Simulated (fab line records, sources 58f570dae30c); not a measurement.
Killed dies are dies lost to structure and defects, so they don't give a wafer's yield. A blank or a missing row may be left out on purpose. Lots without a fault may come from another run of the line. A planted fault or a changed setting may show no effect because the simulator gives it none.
Which tool did it? | flow berkeley_cmos170 | 7 lots, 21 wafers sampled, at 4 steps of a route of 331

WHAT THE GAUGES READ, wafer by wafer
UCB170_M1_CD_MEAS_90: target cd 700 nm.
lot  | measured     | on        | cd_nm (nm)
L922 | day 7 02:39  | cd_sem-01 | 700.4 702.6 701.3
L928 | day 8 05:13  | cd_sem-02 | 700.7 699.4 702.6
L932 | day 9 20:16  | cd_sem-01 | 699.8 698.1 699.8
L935 | day 9 23:32  | cd_sem-02 | 696.7 696.9 701.0
L938 | day 10 21:50 | cd_sem-01 | 698.7 700.7 702.0
L943 | day 11 11:37 | cd_sem-01 | 702.3 699.0 703.3
L941 | day 11 13:38 | cd_sem-02 | 698.1 700.2 696.5

WHICH TOOL RAN EACH LOT (tool, then ch and the chambers of the sampled wafers, then the start)
lot  | UCB170_SDANNEAL_RTA_01           | UCB170_M1_METAL_ETCH_12           | UCB170_M1_STRIP_13
L922 | rtp_anneal-02 ch 0, day 6 18:57  | rie_metal-03 ch 0,1, day 7 02:25  | plasma_asher-04 ch 0,1, day 7 02:33
L928 | rtp_anneal-02 ch 0, day 7 21:40  | rie_metal-03 ch 0,1, day 8 04:59  | plasma_asher-02 ch 0,1, day 8 05:07
L932 | rtp_anneal-01 ch 0, day 9 09:22  | rie_metal-02 ch 0,1, day 9 20:01  | plasma_asher-02 ch 0,1, day 9 20:09
L935 | rtp_anneal-02 ch 0, day 9 13:46  | rie_metal-02 ch 0,1, day 9 23:18  | plasma_asher-02 ch 0,1, day 9 23:26
L938 | rtp_anneal-02 ch 0, day 10 12:58 | rie_metal-04 ch 0,1, day 10 21:35 | plasma_asher-04 ch 0,1, day 10 21:43
L943 | rtp_anneal-02 ch 0, day 11 04:24 | rie_metal-02 ch 0,1, day 11 11:22 | plasma_asher-01 ch 0,1, day 11 11:29
L941 | rtp_anneal-02 ch 0, day 11 05:04 | rie_metal-02 ch 0,1, day 11 13:23 | plasma_asher-02 ch 0,1, day 11 13:31
- UCB170_SDANNEAL_RTA_01: time 5 s.
- UCB170_M1_METAL_ETCH_12: etches Al in Cl2/BCl3, stops on PSG, target depth 780 nm, time 130 s.
- UCB170_M1_STRIP_13: strips in O2.

THE ANSWER, worked out from the rows above alone
Rule: what is usual is taken from the lots themselves. Put in order of their means at a reading, lots are off if they are a third of the lots or fewer, leave a main group of 4 or more, and stand apart from it by a gap of 3 or more times the standard deviation of the main group's means; of several such gaps the widest counts. A main group whose means are all the same, to the digits that the tables above print for the reading, isn't used. A lot without any number at a reading at which 4 lots or more have one is off too. The other lots that the step has rows for count as sound.
No lot is off at any reading shown: from this, nothing can be told.

WHAT THE SIMULATOR HAD PUT IN
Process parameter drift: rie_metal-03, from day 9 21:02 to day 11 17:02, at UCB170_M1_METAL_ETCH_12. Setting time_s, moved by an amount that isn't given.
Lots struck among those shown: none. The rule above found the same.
